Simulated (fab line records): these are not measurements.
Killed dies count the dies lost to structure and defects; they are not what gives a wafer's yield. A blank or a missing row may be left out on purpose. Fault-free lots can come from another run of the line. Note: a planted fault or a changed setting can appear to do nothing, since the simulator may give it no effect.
8D (eight disciplines) problem report, filled in by code | flow berkeley_cmos170 | the parts of the form that need people (team, actions taken, sign-off) are left out

== 1. THE ISSUE ==
beam_energy_keV at UCB170_PVT_IMPLANT_07 reads a mean of 29.109 on 6 wafers of 2 lots; wafers without a fault read 30.000 with a standard deviation of 0.01. That puts it -89 standard deviations away from the usual mean.
Seen first at day 9 03:37 on implanter-02, wafer L960.1. The record holds 42 wafers of 14 lots with a number at this step. Rule for "out" (also "out of limits"): further than 4 standard deviations from the usual mean. All remaining wafers that have a number are taken as sound.

== 2. WHAT IT IS, WHAT IT ISN'T ==
question                    | is                     | is not
which readings at this step | beam_energy_keV        | faraday_current_uA
which lots                  | L960, L965             | L945, L947, L949, L950, L952, L954, L955, L956, L957, L966, L967, L968
which wafers of those lots  | all that have a number | -
read on which tools         | implanter-02           | implanter-03, implanter-04
when                        | from day 9 03:37       | up to then (27 sound wafers); but 9 sound wafers of L966, L967, L968 came after

== 3. WHAT RULES OUT EACH SUSPECT ==
Counting: a tool at any process step up to the reading remains a suspect when it ran all the lots that are out and ran no sound lot after the first of those.
- implanter-02 at UCB170_PVT_IMPLANT_07: kept. It processed each lot that is out, first L960 at day 9 03:37, and no sound lot thereafter; up to then, the last sound lot it processed was L957 at day 8 08:58. Its own readings are out on those wafers: beam_energy_keV.
The count leaves implanter-02 at UCB170_PVT_IMPLANT_07.

== 4. THE CAUSE (what the simulator had put in) ==
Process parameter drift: implanter-02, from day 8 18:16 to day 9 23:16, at UCB170_PVT_IMPLANT_07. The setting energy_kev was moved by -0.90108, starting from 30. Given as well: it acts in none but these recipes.
Counting left only this tool.

== 5. THE CHAIN OF EFFECTS, in route order ==
One row per reading whose mean, taken over the struck wafers that have a number, lies over 3 standard deviations from the usual. Only readings whose record carries a usual standard deviation are examined. hours: median over the lots of the time between each lot's start at the first step of this table that gives one and its start at this step. sigmas: the change, counted in usual standard deviations.
hours | step                  | reading         | usual  | on struck wafers | change | sigmas
0     | UCB170_PVT_IMPLANT_07 | beam_energy_keV | 30.000 | 29.109           | -0.891 | -89
Its process steps:
- UCB170_PVT_IMPLANT_07
At these later measuring or inspecting steps, every struck wafer for which the step has a row has a number for every such reading, and none has moved that far: UCB170_GATE_THK_MEAS_02.

== 6. HOW IT WOULD HAVE BEEN CAUGHT EARLIER ==
First out-of-limits reading in this record: day 9 03:37, which is 9 hours after fault onset at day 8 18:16.
